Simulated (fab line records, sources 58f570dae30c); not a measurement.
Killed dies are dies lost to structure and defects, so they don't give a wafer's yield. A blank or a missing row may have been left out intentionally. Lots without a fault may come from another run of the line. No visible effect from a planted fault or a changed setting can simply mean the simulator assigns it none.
A struck lot beside a sound one + flow berkeleyCmos170 + 14 steps out of a route of 331
Sound: these wafers, L890.1, L890.3, L890.5. Wafers struck: L882.2, L882.4, L882.6. At the end, the cause is stated.
At each step with rows: each side's tool, then ch and its chambers, then its first start. Under that, the readings that differ: sound wafers + struck wafers + difference of the means + sigmas: that difference in standard deviations of wafers without a fault.
alike: readings whose means differ by less than 2 such deviations, and words and numbers that are the same on both sides. not compared: withheld readings, readings that some wafer has no value for, bounds like >300 that may hide the same value, and numbers for which the record gives no deviation and whose values overlap.
A row with sigmas, a row that says differs or no value, or rows on one side alone: a step with any of these is where the two part. When numbers do not overlap yet have no deviation, they are printed without sigmas and do not part them. A reading missing from all wafers of one side parts the sides only when that side holds two or more wafers.

first, 5 steps without rows for these wafers: UCB170_NWELL_WET_ETCH_18 (etches Si3N4 in H3PO4, time 14400 s); UCB170_NWELL_WET_ETCH_19 (etches SiO2 in BOE, time 22 s); UCB170_PWELL_CLEAN_00 (cleans in SPM, time 600 s); UCB170_PWELL_CLEAN_01 (cleans in dHF, time 60 s); UCB170_PWELL_OXIDATION_02 (target thk 26.4 nm, ox time 1260 s).
UCB170_PWELL_THK_MEAS_03:
  struck on filmMetro-02, day 4 22:14; sound on filmMetro-04, day 6 15:28
  alike: PWELL_OXIDE_THK
then, 2 steps without rows for these wafers: UCB170_PWELL_ANNEAL_04 (time 900 s); UCB170_PWELL_CVD_05 (deposits Si3N4 from SiH2Cl2/NH3, target thk 220 nm, time 3300 s).
UCB170_PWELL_THK_MEAS_06:
  struck on filmMetro-01, day 5 06:07; sound on filmMetro-02, day 6 23:55
  alike: PWELL_NITRIDE_THK
then, 3 steps without rows for these wafers: UCB170_PWELL_HMDS_07 (prime time 60 s); UCB170_PWELL_COAT_08 (resist thk 900 nm); UCB170_PWELL_SOFTBAKE_09 (time 60 s).
UCB170_PWELL_EXPOSE_10: exposes mask PWELL, target cd 3000 nm.
  sound on krfScanner-01 ch 0, day 7 00:55; struck on krfScanner-02, day 5 06:54
  no value came back on the struck wafers for any of 5 readings (exposureDoseMJCm2, focusOffsetNm (nm) and others); on the sound wafers exposureDoseMJCm2 reads 18.964 18.978 18.996
  alike: mask
following that, these wafers have no rows for 1 step: UCB170_PWELL_PEB_11.

== WHERE THEY PART ==
Only at UCB170_PWELL_EXPOSE_10, within this record.

WHY: whatever the simulator had introduced
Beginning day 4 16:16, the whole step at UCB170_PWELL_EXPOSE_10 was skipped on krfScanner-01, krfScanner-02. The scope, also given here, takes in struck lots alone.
